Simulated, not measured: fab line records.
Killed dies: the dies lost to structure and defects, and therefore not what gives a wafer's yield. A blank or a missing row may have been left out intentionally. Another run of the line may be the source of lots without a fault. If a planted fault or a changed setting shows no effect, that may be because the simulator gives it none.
Code-filled problem report in 8D (eight disciplines) form || flow berkeleyCmos170 || the parts of the form that need people (team, actions taken, sign-off) are left out

== 1. WHAT IS WRONG ==
SPACER_TEOS_THK at UCB170_SPACER_THK_MEAS_01 reads a mean of 317 nm on 1 wafer of 1 lot; wafers without a fault read 378 nm with a standard deviation of 5.7. That is -11 standard deviations from the usual mean.
Earliest sighting: wafer L483.2 on filmMetro-01 at day 8 06:46. Wafers with a number at this step in the record: 39, from 13 lots. By rule, "out" or "out of limits" means more than 4 standard deviations away from the usual mean. The rest of the wafers with a number are treated as sound.

== 2. WHAT IT IS AND WHAT IT IS NOT ==
{"question": "which readings at this step", "is": "SPACER_TEOS_THK", "is not": "-"}
{"question": "which lots", "is": "L483", "is not": "L473, L474, L475, L477, L479, L486, L487, L488, L489, L491, L494, L496"}
{"question": "which wafers of those lots", "is": "L483.2", "is not": "L483.4, L483.6"}
{"question": "read on which gauges", "is": "filmMetro-01", "is not": "filmMetro-02, filmMetro-04"}
{"question": "when", "is": "from day 8 06:46", "is not": "up to then (17 sound wafers); but 21 sound wafers of L486, L487, L488, L489, L491, L494, L496 came after"}

== 3. WHAT RULES OUT EACH SUSPECT ==
Counting: any tool at a process step up to the reading remains a suspect provided it ran every lot that is out. Sound lots after the first of them don't rule it out here, since some wafers of a struck lot are sound.
- the gauge at UCB170_SPACER_THK_MEAS_01 is ruled out. All the wafers that are out were read on filmMetro-01, but those of them that UCB170_SPACER_CVD_00 has rows for are out there too, on other tools.
- pecvd-02 at UCB170_SPACER_CVD_00 (deposits SiO2 from TEOS/O2, target thk 376 nm, time 47 s): kept. L483, the lot that is out, went through it at day 8 06:43; up to then, the latest sound lot through it was L479 at day 7 15:34. Its own rfFwdPowerW readings are out on those wafers.
- In pecvd-02 at UCB170_SPACER_CVD_00, the wafers that are out were processed in chamber 0 and their sound lot-mates in chambers 1, 2.
Remaining after the count: pecvd-02 at UCB170_SPACER_CVD_00.

== 4. THE CAUSE (what the simulator had put in) ==
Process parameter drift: pecvd-02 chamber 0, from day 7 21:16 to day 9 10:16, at UCB170_SPACER_CVD_00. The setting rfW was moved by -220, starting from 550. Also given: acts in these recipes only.
Only this tool survived the counting.

== 5. SEQUENCE OF EFFECTS, ordered by route ==
Each row: a reading whose mean over the struck wafers that have a number lies more than 3 standard deviations from the usual. Only readings whose record carries a usual standard deviation are examined. hours: median over the lots of the time between each lot's start at the first step of this table that gives one and its start at this step. sigmas: the change, counted in usual standard deviations.
{"hours": 0, "step": "UCB170_SPACER_CVD_00", "reading": "heaterPowerW", "usual": "266 W", "on struck wafers": 394, "change": "+128", "sigmas": "+3.0"}
{"hours": 0, "step": "UCB170_SPACER_CVD_00", "reading": "rfFwdPowerW", "usual": "544.6 W", "on struck wafers": 325.9, "change": -218.7, "sigmas": "-99 or more"}
{"hours": 0, "step": "UCB170_SPACER_THK_MEAS_01", "reading": "SPACER_TEOS_THK", "usual": "378 nm", "on struck wafers": 317, "change": -61, "sigmas": -11}
{"hours": 3, "step": "UCB170_SPACER_ETCHBACK_03", "reading": "oesProductAu", "usual": "0.894 a.u.", "on struck wafers": 0.775, "change": -0.119, "sigmas": -7.0}
Here are the process steps it includes:
- UCB170_SPACER_CVD_00: deposits SiO2 from TEOS/O2, target thk 376 nm, time 47 s.
- UCB170_SPACER_ETCHBACK_03: etches SiO2 in CHF3/CF4/Ar, stops on Si, target depth 376 nm, time 100 s.

== 6. HOW IT WOULD HAVE BEEN CAUGHT EARLIER ==
In this record the first reading out of limits at a measuring or inspecting step was taken at day 8 06:46, 9 hours after the fault began at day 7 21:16.
The tool's own readings at UCB170_SPACER_CVD_00 were out on every struck wafer that the step has a row for (rfFwdPowerW): an alarm limit on them would have fired on the first of those.
The start of UCB170_SPACER_CVD_00 on pecvd-02 came by day 8 06:46 for every one of the lots that are out (1). None of them would have been spared by holding the tool at that moment.
